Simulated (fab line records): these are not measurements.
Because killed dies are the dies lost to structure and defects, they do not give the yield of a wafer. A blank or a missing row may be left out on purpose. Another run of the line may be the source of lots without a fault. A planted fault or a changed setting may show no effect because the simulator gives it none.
One fault through the eyes of 2 desks | flow berkeley_cmos170 | numbers are kept per desk, each desk with only its own; the story behind them comes last

== THE METROLOGY DESK ==
Means of the sampled wafers that have a number, per lot and without regard to the tool the lot ran on: this is what the gauges read. The brackets show how far a lot's mean lies from the usual mean; more than 4 standard deviations puts the lot out of limits, marked OUT.
Columns: A = cd_nm at UCB170_PLDD_CD_MEAS_06, usual 1200.1 nm; B = cd_nm at UCB170_PSD_CD_MEAS_06, usual 1200.0 nm; C = NLDD_RS at UCB170_SDANNEAL_RS_MEAS_05, usual 615.8 ohm/sq
lot  | first seen here | A      | B      | C
L476 | day 7 16:05     | 1199.6 | 1198.2 | 614.5
L477 | day 7 17:27     | 1201.0 | 1199.3 | 616.1
L479 | day 7 20:41     | 1199.8 | 1204.3 | 615.0
L480 | day 7 21:23     | 1199.2 | 1200.2 | 615.7
L482 | day 9 09:00     | 1199.9 | 1199.6 | 617.5
L490 | day 11 00:55    | 1201.7 | 1199.1 | 617.3
L491 | day 11 01:10    | 1199.5 | 1197.0 | 616.9
L492 | day 11 01:13    | 1201.0 | 1198.2 | 614.5
L493 | day 11 01:35    | 1199.0 | 1200.6 | 616.1
L495 | day 11 17:57    | 1199.3 | 1201.2 | 617.2
L498 | day 11 18:07    | 1200.6 | 1200.7 | 617.3
L497 | day 11 18:14    | 1199.9 | 1202.2 | 616.3
Finding of this desk: none of the 12 lots has anything out of limits.

== FOR THE TOOL OWNER'S DESK: rie_diel-04 ==
The tool's own readings at UCB170_NWELL_ETCH_13 (etches Si3N4 in CH3F/Ar/O2, stops on SiO2, target depth 246.4 nm, time 154 s): means of the sampled wafers that have a number, for each lot that ran on this tool. The brackets show how far a lot's mean lies from the usual mean; more than 4 standard deviations puts the lot out of limits, marked OUT.
Columns: A = chamber_pressure_mTorr at UCB170_NWELL_ETCH_13, usual 50.00 mTorr; B = drypump_motor_current_A at UCB170_NWELL_ETCH_13, usual 6.0 A; C = oes_product_au at UCB170_NWELL_ETCH_13, usual 0.949 a.u.; D = rf_fwd_power_W at UCB170_NWELL_ETCH_13, usual 447.8 W; E = throttle_valve_pct at UCB170_NWELL_ETCH_13, usual 8.10 %
lot  | first seen here | A     | B   | C     | D               | E
L480 | day 3 03:23     | 49.98 | 5.5 | 0.943 | 447.1           | 8.08
L482 | day 3 23:16     | 50.03 | 5.8 | 0.935 | 448.1           | 8.06
L486 | day 4 19:13     | 49.94 | 5.8 | 0.940 | 375.8 (-55) OUT | 7.98
L488 | day 5 00:21     | 49.97 | 5.8 | 0.935 | 375.3 (-56) OUT | 8.07
This desk finds L486, L488 out of limits, L486 being first, at day 4 19:13 (rf_fwd_power_W at UCB170_NWELL_ETCH_13). Within limits: L480, L482.

== ALL TOGETHER ==
The tool owner's desk had the chance to raise an alarm at day 4 19:13 on L486, L488.
From the metrology desk's view, nothing was out of limits.
The metrology desk has no number on record for L486, L488.
UCB170_NWELL_ETCH_13 was run on rie_diel-04 by each of the lots named.

== WHAT HAD BEEN PUT IN BY THE SIMULATOR ==
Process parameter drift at UCB170_NWELL_ETCH_13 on rie_diel-04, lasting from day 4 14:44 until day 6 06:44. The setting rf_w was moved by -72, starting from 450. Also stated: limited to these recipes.
Lots struck among those shown: L486, L488.
How many hours passed from the start of the fault until each desk's first out-of-limits reading: the tool owner's desk, 4.
